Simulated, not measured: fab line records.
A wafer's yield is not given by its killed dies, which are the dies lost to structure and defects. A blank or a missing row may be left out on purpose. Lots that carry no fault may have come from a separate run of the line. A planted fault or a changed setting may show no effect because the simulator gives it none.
Split-lot experiment | flow ritCmos | route with 202 steps; 5 lots, 23 wafers read

THE SPLIT
At RIT_PRETRO_COAT_01 (resist thk 1300 nm), the setting spinRpm was moved away from the recipe's 2000 rpm on 8 of the 23 wafers read, by -6.8% to +5.4%. The other wafers ran this setting at the recipe's value.

FROM THE SPLIT TO THE READING: what the file shows between them, 4 steps
- RIT_PRETRO_SOFTBAKE_02: time 60 s (also split here: tempC)
- RIT_PRETRO_EXPOSE_03: exposes mask M5, target cd 43700 nm
- RIT_PRETRO_PEB_04
- RIT_PRETRO_DEVELOP_05: develop time 68 s

THE READING
NOVOLAK_of_PRETRO_COAT_01.thkNm (the simulator's own value, which no gauge read), in nm, at RIT_PRETRO_HARDBAKE_07 (time 120 s). The file does not state a usual value for it. The 15 wafers here that ran the recipe average 1139 nm, standard deviation 3.6 nm.

wafer  | tool, chamber at the split | spinRpm as run, rpm | against the recipe | NOVOLAK_of_PRETRO_COAT_01.thkNm, nm | against lot-mates on the recipe
L075.2 | lithoTrack-01, 0           | 2000                | recipe             | 1136                                | -
L075.3 | lithoTrack-01, 0           | 2078                | +3.9%              | 1119                                | -20
L075.4 | lithoTrack-01, 0           | 2000                | recipe             | 1141                                | -
L075.5 | lithoTrack-01, 0           | 2078                | +3.9%              | 1121                                | -18
L075.6 | lithoTrack-01, 0           | 2078                | +3.9%              | 1120                                | -18
L079.1 | lithoTrack-02, 0           | 2000                | recipe             | 1140                                | -
L079.2 | lithoTrack-02, 0           | 2000                | recipe             | 1140                                | -
L079.3 | lithoTrack-02, 0           | 2000                | recipe             | 1136                                | -
L079.4 | lithoTrack-02, 0           | 2000                | recipe             | 1141                                | -
L079.5 | lithoTrack-02, 0           | 2000                | recipe             | 1143                                | -
L081.2 | lithoTrack-02, 0           | 2000                | recipe             | 1144                                | -
L081.4 | lithoTrack-02, 0           | 2000                | recipe             | 1142                                | -
L081.5 | lithoTrack-02, 0           | 2000                | recipe             | 1146                                | -
L084.1 | lithoTrack-02, 0           | 2109                | +5.4%              | 1108                                | -30
L084.2 | lithoTrack-02, 0           | 2000                | recipe             | 1137                                | -
L084.3 | lithoTrack-02, 0           | 2000                | recipe             | 1138                                | -
L084.5 | lithoTrack-02, 0           | 2109                | +5.4%              | 1109                                | -28
L084.6 | lithoTrack-02, 0           | 2109                | +5.4%              | 1105                                | -32
L085.1 | lithoTrack-02, 0           | 1864                | -6.8%              | 1174                                | +39
L085.2 | lithoTrack-02, 0           | 2000                | recipe             | 1138                                | -
L085.3 | lithoTrack-02, 0           | 2000                | recipe             | 1137                                | -
L085.4 | lithoTrack-02, 0           | 1864                | -6.8%              | 1177                                | +42
L085.6 | lithoTrack-02, 0           | 2000                | recipe             | 1131                                | -

THE FIT
A straight line over all 23 wafers: NOVOLAK_of_PRETRO_COAT_01.thkNm changes by -5.46 nm for each +1% of spinRpm; r = -0.98; the points scatter about the line by 3.4 nm.
The same after taking each lot's own level away (the mean of its wafers on the recipe; 23 wafers): -5.57 nm for each +1%; r = -0.99; scatter 2.4 nm.
Per that fit: largest spinRpm move, reading shift of 38 nm.
The lots' own levels span 1135.3 to 1144.0 nm, that is 2.4 times the standard deviation above.
The two slopes agree, so the slope changes little with the lot-to-lot level.
Check: with one of the wafers moved furthest among these (-6.8%) left out of the fit, the line predicts +38.4 nm for it against its lot-mates. It came out at +38.7 nm against them.

THE OTHER SPLITS THESE WAFERS WENT THROUGH
Before the reading, these wafers also passed through other splits. Each is held against what the fit with the lots' levels taken away leaves over:
other split on the same wafers     | wafers away from the commonest value | r with NOVOLAK_of_PRETRO_COAT_01.thkNm (lot level and that fit taken away)
RIT_ACTIVE_DEVELOP_10 developTimeS | 10                                   | -0.06
RIT_FOX2_WET_ETCH_03 timeS         | 15                                   | +0.19
RIT_NWELL_IMPLANT_08 energyKev     | 7                                    | +0.17
RIT_NRETRO_COAT_01 resistThkNm     | 4                                    | -0.22
RIT_PRETRO_SOFTBAKE_02 tempC       | 4                                    | -0.47

THE WHOLE CHAIN: every reading that the file lists as answering this split, in the file's order
step                   | what it does       | reading                                                                          | change (the file's fit)              | r (the file's)
RIT_PRETRO_COAT_01     | resist thk 1300 nm | NOVOLAK_of_PRETRO_COAT_01.thkNm (the simulator's own value, which no gauge read) | -6.42 nm for each +1% of the setting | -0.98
RIT_PRETRO_DEVELOP_05  | develop time 68 s  | NOVOLAK_of_PRETRO_COAT_01.thkNm (the simulator's own value, which no gauge read) | -6.64 nm for each +1% of the setting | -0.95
RIT_PRETRO_HARDBAKE_07 | time 120 s         | NOVOLAK_of_PRETRO_COAT_01.thkNm (the simulator's own value, which no gauge read) | -5.53 nm for each +1% of the setting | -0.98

FILE'S OWN FIT
NOVOLAK_of_PRETRO_COAT_01.thkNm changes by -5.53 nm for each +1% of spinRpm, r = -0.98.
